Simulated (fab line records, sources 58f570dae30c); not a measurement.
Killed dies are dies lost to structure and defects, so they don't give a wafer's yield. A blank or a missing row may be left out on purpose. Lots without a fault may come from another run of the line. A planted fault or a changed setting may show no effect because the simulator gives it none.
Which tool did it? | flow berkeley_cmos170 | 14 lots, 42 wafers sampled, at 5 steps of a route of 331

WHAT THE GAUGES READ, wafer by wafer
UCB170_ACTIVE_OVL_MEAS_14.
lot  | measured    | on         | ACTIVE_OVL (nm)
L453 | day 4 15:51 | overlay-02 | -10 -9 -17
L455 | day 5 12:41 | overlay-02 | -4 -5 -5
L457 | day 5 13:39 | overlay-01 | -3 -4 -7
L460 | day 6 17:53 | overlay-02 | -6 -4 -9
L463 | day 6 20:52 | overlay-02 | -2 -6 -1
L465 | day 7 06:02 | overlay-01 | -14 -10 -10
L464 | day 7 06:10 | overlay-01 | 3 -6 -7
L466 | day 7 20:59 | overlay-01 | 0 -6 -1
L469 | day 8 03:11 | overlay-02 | -16 -14 -8
L467 | day 8 04:26 | overlay-01 | -2 -3 -11
L471 | day 8 04:37 | overlay-02 | -7 -13 -13
L474 | day 9 02:16 | overlay-01 | 1 3 -4
L472 | day 9 02:23 | overlay-01 | -6 -5 -6
L473 | day 9 02:37 | overlay-02 | -18 -16 -17

UCB170_PFIELD_TW_MEAS_09.
lot  | measured    | on            | PFIELD_TW
L453 | day 4 20:58 | film_metro-01 | 617 617 616
L455 | day 5 14:26 | film_metro-02 | 603 603 601
L457 | day 5 16:19 | film_metro-04 | 606 603 603
L460 | day 6 22:43 | film_metro-02 | 599 601 601
L463 | day 6 23:11 | film_metro-01 | 616 615 618
L465 | day 7 08:24 | film_metro-02 | 597 596 596
L464 | day 7 08:40 | film_metro-02 | 599 597 600
L466 | day 7 23:17 | film_metro-04 | 605 599 602
L469 | day 8 06:47 | film_metro-02 | 600 601 599
L467 | day 8 08:07 | film_metro-02 | 598 598 598
L471 | day 8 08:11 | film_metro-02 | 595 599 601
L474 | day 9 04:17 | film_metro-04 | 609 608 610
L472 | day 9 04:29 | film_metro-02 | 603 607 602
L473 | day 9 04:49 | film_metro-01 | 615 614 613

UCB170_FIELD_THK_MEAS_91.
lot  | measured     | on            | FIELD_OXIDE_LEFT_2_THK (nm)
L453 | day 6 11:24  | film_metro-02 | 332 329 329
L455 | day 7 07:02  | film_metro-03 | 349 339 351
L457 | day 7 07:09  | film_metro-02 | 367 366 357
L460 | day 8 11:50  | film_metro-02 | 364 362 353
L463 | day 8 11:20  | film_metro-03 | 365 355 357
L465 | day 8 15:25  | film_metro-02 | 365 361 352
L464 | day 8 15:30  | film_metro-04 | 354 353 362
L466 | day 9 06:41  | film_metro-02 | 354 361 358
L469 | day 9 17:25  | film_metro-03 | 367 371 374
L467 | day 9 16:28  | film_metro-03 | 350 356 350
L471 | day 9 17:17  | film_metro-04 | 355 352 353
L474 | day 10 18:08 | film_metro-02 | 361 357 360
L472 | day 10 17:24 | film_metro-03 | 351 357 363
L473 | day 10 17:58 | film_metro-04 | 346 347 346

UCB170_SDANNEAL_RS_MEAS_04: measures by four-point-probe.
lot  | measured     | on            | PLDD_RS (ohm/sq)
L453 | day 7 17:56  | film_metro-03 | 1031.3 1032.9 1035.3
L455 | day 8 16:48  | film_metro-03 | 1032.4 1032.9 1035.5
L457 | day 8 16:15  | film_metro-04 | 1026.7 1027.0 1032.9
L460 | day 9 13:23  | film_metro-03 | 1034.1 1036.7 1033.4
L463 | day 9 12:50  | film_metro-03 | 1031.3 1026.3 1031.4
L465 | day 9 21:56  | film_metro-04 | 1031.5 1032.6 1033.3
L464 | day 9 21:31  | film_metro-03 | 1030.8 1035.9 1034.7
L466 | day 10 13:09 | film_metro-03 | 1014.6 1016.8 1014.6
L469 | day 11 01:10 | film_metro-01 | 1017.9 1020.6 1013.1
L467 | day 11 01:29 | film_metro-04 | 1029.9 1033.0 1027.9
L471 | day 11 01:38 | film_metro-01 | 1031.7 1029.0 1033.3
L474 | day 12 00:35 | film_metro-01 | 1037.5 1034.3 1035.4
L472 | day 12 00:01 | film_metro-04 | 1033.2 1031.4 1032.8
L473 | day 12 00:13 | film_metro-03 | 1029.3 1031.9 1029.3

WHICH TOOL RAN EACH LOT (tool, then ch and the chambers of the sampled wafers, then the start)
lot  | UCB170_PLDD_IMPLANT_09
L453 | implanter-04 ch 0, day 7 05:34
L455 | implanter-04 ch 0, day 8 02:55
L457 | implanter-03 ch 0, day 8 03:13
L460 | implanter-04 ch 0, day 9 01:17
L463 | implanter-04 ch 0, day 9 00:31
L465 | implanter-04 ch 0, day 9 07:46
L464 | implanter-01 ch 0, day 9 07:55
L466 | implanter-04 ch 0, day 10 00:28
L469 | implanter-04 ch 0, day 10 10:47
L467 | implanter-03 ch 0, day 10 10:51
L471 | implanter-01 ch 0, day 10 11:03
L474 | implanter-03 ch 0, day 11 12:38
L472 | implanter-03 ch 0, day 11 10:40
L473 | implanter-01 ch 0, day 11 11:17
- UCB170_PLDD_IMPLANT_09

WHAT THE TOOLS THEMSELVES READ (means of the sampled wafers that have a number; where no wafer has one, the mark that the record gives instead)
UCB170_PLDD_IMPLANT_09.
lot  | tool         | dose_ions_cm2 | faraday_current_uA
L453 | implanter-04 | 5.000e+13     | 158
L455 | implanter-04 | 5.000e+13     | 158
L457 | implanter-03 | 5.000e+13     | 160
L460 | implanter-04 | 5.000e+13     | 157
L463 | implanter-04 | 4.998e+13     | 157
L465 | implanter-04 | 5.004e+13     | 160
L464 | implanter-01 | 4.992e+13     | 160
L466 | implanter-04 | 5.201e+13     | 165
L469 | implanter-04 | 5.210e+13     | 167
L467 | implanter-03 | 4.996e+13     | 159
L471 | implanter-01 | 4.993e+13     | 159
L474 | implanter-03 | 5.005e+13     | 159
L472 | implanter-03 | 4.992e+13     | 157
L473 | implanter-01 | 5.003e+13     | 161

THE ANSWER, worked out from the rows above alone
Rule: what is usual is taken from the lots themselves. Put in order of their means at a reading, lots are off if they are a third of the lots or fewer, leave a main group of 4 or more, and stand apart from it by a gap of 3 or more times the standard deviation of the main group's means; of several such gaps the widest counts. A main group whose means are all the same, to the digits that the tables above print for the reading, isn't used. A lot without any number at a reading at which 4 lots or more have one is off too. The other lots that the step has rows for count as sound. The gauges are gone through in route order, then the tools' own readings, and for those a lot's mean is taken as printed above. The first step at which some lot is off is used, and at that step the reading that is off furthest; a lot without a number counts as furthest.
Off: L466, L469, at UCB170_SDANNEAL_RS_MEAS_04 (PLDD_RS). The main group: mean 1032.2 ohm/sq, standard deviation 2.1.
A tool fits if, at a process step before that reading, it ran every lot that is off, and no sound lot after the first of them. The gauges at UCB170_SDANNEAL_RS_MEAS_04 aren't tried: what is off there is off at UCB170_PLDD_IMPLANT_09 too, on other tools, and a gauge's error can't cause that. One fits: implanter-04 at UCB170_PLDD_IMPLANT_09. Its last sound lot is L465 (day 9 07:46), its first lot that is off L466 (day 10 00:28): a fault that began between those two fits.
The tool's own readings at UCB170_PLDD_IMPLANT_09 bear it out: on the lots that are off they differ by more than 5 times the standard deviation of the sound lots' means. dose_ions_cm2 reads 5.206e+13 there against 4.999e+13 on the sound lots; faraday_current_uA reads 166 there against 159 on the sound lots.

WHAT THE SIMULATOR HAD PUT IN
Process parameter drift: implanter-04, from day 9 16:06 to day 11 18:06, at UCB170_PLDD_IMPLANT_09. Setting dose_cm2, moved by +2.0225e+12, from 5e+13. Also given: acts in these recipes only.
Lots struck among those shown: L466, L469. The rule above found the same.
